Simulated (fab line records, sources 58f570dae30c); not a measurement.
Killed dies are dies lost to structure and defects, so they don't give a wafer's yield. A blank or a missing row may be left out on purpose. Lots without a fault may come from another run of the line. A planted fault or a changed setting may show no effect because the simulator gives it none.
Tool commonality check | flow berkeley_cmos170 | 16 lots, 48 wafers sampled

WHY IT WAS OPENED
At UCB170_CONTACT_OVL_MEAS_16 the reading CONTACT_OVL is flagged on 4 of 16 lots. Wafers without a fault read 2 nm, standard deviation 5.
Rule: a lot is flagged when every wafer of it that has a number lies more than 4 standard deviations from that mean, or none has a number. The other lots count as sound.

lot  | measured     | on         | CONTACT_OVL (nm), wafer by wafer | flag
L610 | day 7 13:37  | overlay-01 | 1 0 0                            |
L612 | day 7 16:13  | overlay-02 | 8 0 6                            |
L611 | day 7 16:45  | overlay-01 | 9 1 0                            |
L613 | day 7 22:20  | overlay-02 | 11 9 2                           |
L616 | day 8 17:12  | overlay-02 | -5 -5 -6                         |
L614 | day 8 17:52  | overlay-01 | 2 6 9                            |
L617 | day 8 17:59  | overlay-02 | 3 3 -1                           |
L618 | day 8 22:51  | overlay-01 | -1 2 -6                          |
L620 | day 9 10:04  | overlay-01 | -1 2 -2                          |
L619 | day 9 12:03  | overlay-01 | 10 7 10                          |
L624 | day 9 23:48  | overlay-01 | -2 11 3                          |
L625 | day 10 03:25 | overlay-02 | -136 -141 -134                   | FLAGGED
L628 | day 10 15:03 | overlay-01 | -119 -126 -123                   | FLAGGED
L626 | day 10 15:35 | overlay-02 | -131 -133 -131                   | FLAGGED
L629 | day 11 04:05 | overlay-01 | -127 -129 -130                   | FLAGGED
L633 | day 11 18:08 | overlay-01 | 0 -4 -3                          |
The numbers of the flagged lots are -130 nm on average: -132 nm against the usual, or -26 standard deviations.

WHICH TOOL RAN EACH LOT
The record holds 1 process step before the reading, out of a route of 331 steps. In each cell: the tool, then ch and the chambers that the sampled wafers went through, then the start.
lot  | flag    | UCB170_CONTACT_EXPOSE_12
L610 |         | krf_scanner-01 ch 0, day 7 13:06
L612 |         | krf_scanner-01 ch 0, day 7 15:43
L611 |         | krf_scanner-02 ch 0, day 7 16:14
L613 |         | krf_scanner-01 ch 0, day 7 21:50
L616 |         | krf_scanner-02 ch 0, day 8 16:13
L614 |         | krf_scanner-02 ch 0, day 8 16:43
L617 |         | krf_scanner-02 ch 0, day 8 16:51
L618 |         | krf_scanner-02 ch 0, day 8 22:02
L620 |         | krf_scanner-02 ch 0, day 9 09:21
L619 |         | krf_scanner-02 ch 0, day 9 11:14
L624 |         | krf_scanner-02 ch 0, day 9 22:58
L625 | FLAGGED | krf_scanner-02 ch 0, day 10 02:54
L628 | FLAGGED | krf_scanner-02 ch 0, day 10 14:10
L626 | FLAGGED | krf_scanner-02 ch 0, day 10 15:01
L629 | FLAGGED | krf_scanner-02 ch 0, day 11 03:34
L633 |         | krf_scanner-01 ch 0, day 11 17:04
What these steps do:
- UCB170_CONTACT_EXPOSE_12: exposes mask CONT, target cd 700 nm.
- UCB170_CONTACT_OVL_MEAS_16

FLAGGED OVER TOTAL, TOOL BY TOOL (the gauges that took the reading come last)
step                       | tool           | lots run | flagged | share of the flagged lots | sound lots run after its first flagged lot
UCB170_CONTACT_EXPOSE_12   | krf_scanner-01 | 4        | 0       | none                      | -
UCB170_CONTACT_EXPOSE_12   | krf_scanner-02 | 12       | 4       | all                       | 0
UCB170_CONTACT_OVL_MEAS_16 | overlay-01     | 10       | 2       | some                      | 1 (L633)
UCB170_CONTACT_OVL_MEAS_16 | overlay-02     | 6        | 2       | some                      | 0

WHAT THE TABLE ALLOWS
1 row of the table ran every flagged lot: krf_scanner-02 at UCB170_CONTACT_EXPOSE_12.
- krf_scanner-02 at UCB170_CONTACT_EXPOSE_12: 4 of its 12 lots flagged. Its last sound lot is L624 (day 9 22:58), its first flagged lot L625 (day 10 02:54): a fault that began between those two fits.
One tool is left: krf_scanner-02 at UCB170_CONTACT_EXPOSE_12.

WHAT THE SIMULATOR HAD PUT IN
Scanner matching overlay: krf_scanner-02, from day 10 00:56 on, at UCB170_CONTACT_EXPOSE_12. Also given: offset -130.
Lots struck among those shown: L625, L628, L626, L629. The rule above found the same.
